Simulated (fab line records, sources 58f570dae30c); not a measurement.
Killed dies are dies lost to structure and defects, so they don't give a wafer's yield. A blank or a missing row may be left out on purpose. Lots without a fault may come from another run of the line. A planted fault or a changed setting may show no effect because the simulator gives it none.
Which tool did it? | flow berkeley_cmos170 | 15 lots, 45 wafers sampled, at 6 steps of a route of 331

WHAT THE GAUGES READ, wafer by wafer
UCB170_FIELD_THK_MEAS_90. Usual: FIELD_OXIDE_LEFT_1_THK 441 nm, standard deviation 8.8.
lot  | measured    | on            | FIELD_OXIDE_LEFT_1_THK (nm) | flag
L325 | day 4 17:19 | film_metro-02 | 447 454 453                 |
L326 | day 5 04:22 | film_metro-02 | 426 424 424                 |
L327 | day 5 10:38 | film_metro-03 | 433 441 443                 |
L329 | day 5 20:29 | film_metro-02 | 440 442 443                 |
L328 | day 5 20:29 | film_metro-03 | 456 453 465                 |
L331 | day 6 05:52 | film_metro-02 | 443 442 433                 |
L330 | day 6 13:42 | film_metro-04 | 457 444 448                 |
L333 | day 6 13:38 | film_metro-02 | 446 444 444                 |
L334 | day 6 13:43 | film_metro-02 | 428 430 430                 |
L335 | day 6 13:41 | film_metro-03 | 442 442 431                 |
L340 | day 7 19:16 | film_metro-03 | 432 438 438                 |
L341 | day 8 05:49 | film_metro-03 | 461 463 461                 |
L342 | day 8 05:49 | film_metro-04 | 450 447 448                 |
L346 | day 9 08:09 | film_metro-04 | 429 439 442                 |
L347 | day 9 08:07 | film_metro-03 | 435 441 443                 |

UCB170_NLDD_TW_MEAS_11. Usual: NLDD_TW 2234, standard deviation 13.
lot  | measured     | on            | NLDD_TW        | flag
L325 | day 6 03:06  | film_metro-03 | 2238 2230 2237 |
L326 | day 6 20:39  | film_metro-04 | 2253 2255 2251 |
L327 | day 7 02:40  | film_metro-01 | 2223 2229 2232 |
L329 | day 7 13:37  | film_metro-03 | 2225 2223 2219 |
L328 | day 7 13:44  | film_metro-04 | 2259 2245 2255 |
L331 | day 7 14:02  | film_metro-03 | 2224 2219 2227 |
L330 | day 7 23:44  | film_metro-01 | 2084 2076 2076 | OFF
L333 | day 7 22:26  | film_metro-01 | 2232 2222 2240 |
L334 | day 7 22:58  | film_metro-01 | 2237 2211 2232 |
L335 | day 7 23:34  | film_metro-01 | 2252 2246 2249 |
L340 | day 9 10:34  | film_metro-01 | 2081 2064 2075 | OFF
L341 | day 9 12:01  | film_metro-03 | 2071 2080 2072 | OFF
L342 | day 9 12:18  | film_metro-03 | 2228 2221 2221 |
L346 | day 10 15:57 | film_metro-04 | 2250 2249 2243 |
L347 | day 10 15:47 | film_metro-01 | 2233 2247 2234 |

UCB170_NSD_TW_MEAS_10. Usual: NSD_TW 4247, standard deviation 31.
lot  | measured     | on            | NSD_TW         | flag
L325 | day 6 11:33  | film_metro-03 | 4229 4219 4224 |
L326 | day 7 05:01  | film_metro-03 | 4211 4212 4211 |
L327 | day 7 10:32  | film_metro-04 | 4271 4258 4276 |
L329 | day 7 22:08  | film_metro-04 | 4256 4206 4242 |
L328 | day 7 21:34  | film_metro-04 | 4259 4244 4252 |
L331 | day 7 22:25  | film_metro-04 | 4273 4263 4257 |
L330 | day 8 09:05  | film_metro-04 | 4276 4278 4290 |
L333 | day 8 08:47  | film_metro-01 | 4213 4202 4219 |
L334 | day 8 08:59  | film_metro-03 | 4226 4239 4228 |
L335 | day 8 08:24  | film_metro-04 | 4286 4285 4296 |
L340 | day 9 18:29  | film_metro-04 | 4301 4303 4303 |
L341 | day 9 19:16  | film_metro-04 | 4293 4269 4273 |
L342 | day 9 18:45  | film_metro-01 | 4217 4221 4238 |
L346 | day 10 23:47 | film_metro-01 | 4222 4231 4239 |
L347 | day 10 23:33 | film_metro-03 | 4250 4204 4248 |

UCB170_SDANNEAL_RS_MEAS_05: measures by four-point-probe. Usual: NLDD_RS 615.7 ohm/sq, standard deviation 1.3.
lot  | measured     | on            | NLDD_RS (ohm/sq)  | flag
L325 | day 6 13:20  | film_metro-01 | 614.8 615.2 613.9 |
L326 | day 7 07:09  | film_metro-03 | 614.9 618.0 616.9 |
L327 | day 7 12:43  | film_metro-01 | 616.3 618.5 615.7 |
L329 | day 7 23:38  | film_metro-04 | 615.5 616.0 615.6 |
L328 | day 7 23:08  | film_metro-04 | 615.6 616.1 617.3 |
L331 | day 8 00:01  | film_metro-03 | 616.0 616.3 616.8 |
L330 | day 8 11:22  | film_metro-04 | 733.3 732.7 733.1 | OFF
L333 | day 8 11:01  | film_metro-03 | 613.9 616.1 616.1 |
L334 | day 8 11:13  | film_metro-01 | 616.6 615.4 616.9 |
L335 | day 8 10:13  | film_metro-03 | 613.9 615.4 613.5 |
L340 | day 9 19:56  | film_metro-01 | 728.0 729.1 731.7 | OFF
L341 | day 9 20:49  | film_metro-04 | 731.5 732.5 729.3 | OFF
L342 | day 9 20:29  | film_metro-03 | 614.9 615.7 617.4 |
L346 | day 11 01:23 | film_metro-04 | 614.8 614.2 615.9 |
L347 | day 11 01:08 | film_metro-03 | 619.2 615.7 616.9 |

WHICH TOOL RAN EACH LOT (tool, then ch and the chambers of the sampled wafers, then the start)
lot  | UCB170_NWELL_STRIP_15               | UCB170_NLDD_IMPLANT_08
L325 | plasma_asher-02 ch 0,1, day 2 10:05 | implanter-03 ch 0, day 6 02:43
L326 | plasma_asher-02 ch 0,1, day 2 18:20 | implanter-01 ch 0, day 6 20:16
L327 | plasma_asher-03 ch 0,1, day 2 23:09 | implanter-03 ch 0, day 7 02:16
L329 | plasma_asher-02 ch 0,1, day 3 04:20 | implanter-03 ch 0, day 7 13:13
L328 | plasma_asher-01 ch 0,1, day 3 04:36 | implanter-02 ch 0, day 7 13:20
L331 | plasma_asher-03 ch 0,1, day 3 16:50 | implanter-02 ch 0, day 7 13:40
L330 | plasma_asher-02 ch 0,1, day 3 16:58 | implanter-02 ch 0, day 7 23:20
L333 | plasma_asher-03 ch 0,1, day 3 20:53 | implanter-01 ch 0, day 7 22:02
L334 | plasma_asher-03 ch 0,1, day 4 01:50 | implanter-02 ch 0, day 7 22:37
L335 | plasma_asher-01 ch 0,1, day 4 04:44 | implanter-01 ch 0, day 7 23:10
L340 | plasma_asher-01 ch 0,1, day 5 08:04 | implanter-02 ch 0, day 9 10:10
L341 | plasma_asher-01 ch 0,1, day 5 14:37 | implanter-02 ch 0, day 9 11:37
L342 | plasma_asher-01 ch 0,1, day 5 21:53 | implanter-03 ch 0, day 9 11:52
L346 | plasma_asher-02 ch 0,1, day 6 21:10 | implanter-01 ch 0, day 10 15:35
L347 | plasma_asher-03 ch 0,1, day 7 00:22 | implanter-03 ch 0, day 10 15:23
- UCB170_NWELL_STRIP_15: strips in O2.
- UCB170_NLDD_IMPLANT_08

WHAT THE TOOLS THEMSELVES READ (means of the sampled wafers that have a number; where no wafer has one, the mark that the record gives instead)
UCB170_NWELL_STRIP_15. Usual: drypump_motor_current_A 5.7 A, standard deviation 0.33; oes_product_au 0.721 a.u., standard deviation 0.0048; strip_time_to_endpoint_s 18.02 s, standard deviation 0.091.
lot  | tool            | drypump_motor_current_A (A) | oes_product_au (a.u.) | strip_time_to_endpoint_s (s) | flag
L325 | plasma_asher-02 | 5.8                         | 0.717                 | 17.96                        |
L326 | plasma_asher-02 | 5.8                         | 0.722                 | 17.98                        |
L327 | plasma_asher-03 | 5.4                         | 0.721                 | 18.05                        |
L329 | plasma_asher-02 | 5.9                         | 0.723                 | 18.20                        |
L328 | plasma_asher-01 | 5.7                         | 0.721                 | 17.93                        |
L331 | plasma_asher-03 | 5.6                         | 0.719                 | 18.00                        |
L330 | plasma_asher-02 | 5.9                         | 0.720                 | 18.01                        |
L333 | plasma_asher-03 | 5.4                         | 0.728                 | 18.00                        |
L334 | plasma_asher-03 | 5.6                         | 0.722                 | 18.08                        |
L335 | plasma_asher-01 | 5.7                         | 0.722                 | 18.09                        |
L340 | plasma_asher-01 | 5.9                         | 0.720                 | 17.99                        |
L341 | plasma_asher-01 | 5.9                         | 0.723                 | 18.08                        |
L342 | plasma_asher-01 | 5.7                         | 0.723                 | 17.94                        |
L346 | plasma_asher-02 | 5.8                         | 0.719                 | 17.92                        |
L347 | plasma_asher-03 | 5.4                         | 0.716                 | 18.03                        |

UCB170_NLDD_IMPLANT_08. Usual: dose_ions_cm2 5e+13, standard deviation 5.7e+10; faraday_current_uA 158, standard deviation 3.2.
lot  | tool         | dose_ions_cm2 | faraday_current_uA | flag
L325 | implanter-03 | 5e+13         | 158                |
L326 | implanter-01 | 5e+13         | 161                |
L327 | implanter-03 | 5e+13         | 159                |
L329 | implanter-03 | 5e+13         | 157                |
L328 | implanter-02 | 5e+13         | 158                |
L331 | implanter-02 | 5e+13         | 160                |
L330 | implanter-02 | 3e+13         | 87                 | OFF
L333 | implanter-01 | 5e+13         | 161                |
L334 | implanter-02 | 5e+13         | 157                |
L335 | implanter-01 | 5e+13         | 154                |
L340 | implanter-02 | 3e+13         | 87                 | OFF
L341 | implanter-02 | 3e+13         | 87                 | OFF
L342 | implanter-03 | 5e+13         | 159                |
L346 | implanter-01 | 5e+13         | 160                |
L347 | implanter-03 | 5e+13         | 156                |

THE ANSWER, worked out from the rows above alone
Rule: a lot is off if the mean of its wafers that have a number lies more than 3 standard deviations from the usual mean. A lot without any number at a reading at which 4 lots or more have one is off too. The other lots that the step has rows for count as sound. The gauges are gone through in route order, then the tools' own readings, and for those a lot's mean is taken as printed above. The first step at which some lot is off is used, and at that step the reading that is off furthest; a lot without a number counts as furthest.
Off: L330, L340, L341, at UCB170_NLDD_TW_MEAS_11 (NLDD_TW).
A tool fits if, at a process step before that reading, it ran every lot that is off, and no sound lot after the first of them. The gauges at UCB170_NLDD_TW_MEAS_11 aren't tried: what is off there is off at UCB170_NLDD_IMPLANT_08 too, on other tools, and a gauge's error can't cause that. One fits: implanter-02 at UCB170_NLDD_IMPLANT_08. Its last sound lot is L334 (day 7 22:37), its first lot that is off L330 (day 7 23:20): a fault that began between those two fits.
The tool's own readings at UCB170_NLDD_IMPLANT_08 bear it out: on the lots that are off they differ by more than 5 times the standard deviation of the sound lots' means. dose_ions_cm2 reads 3e+13 there against 5e+13 on the sound lots; faraday_current_uA reads 87 there against 158 on the sound lots.

WHAT THE SIMULATOR HAD PUT IN
Process parameter drift: implanter-02, from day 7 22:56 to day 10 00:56, at UCB170_NLDD_IMPLANT_08. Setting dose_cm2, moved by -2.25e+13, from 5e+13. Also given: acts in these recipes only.
Lots struck among those shown: L330, L340, L341. The rule above found the same.
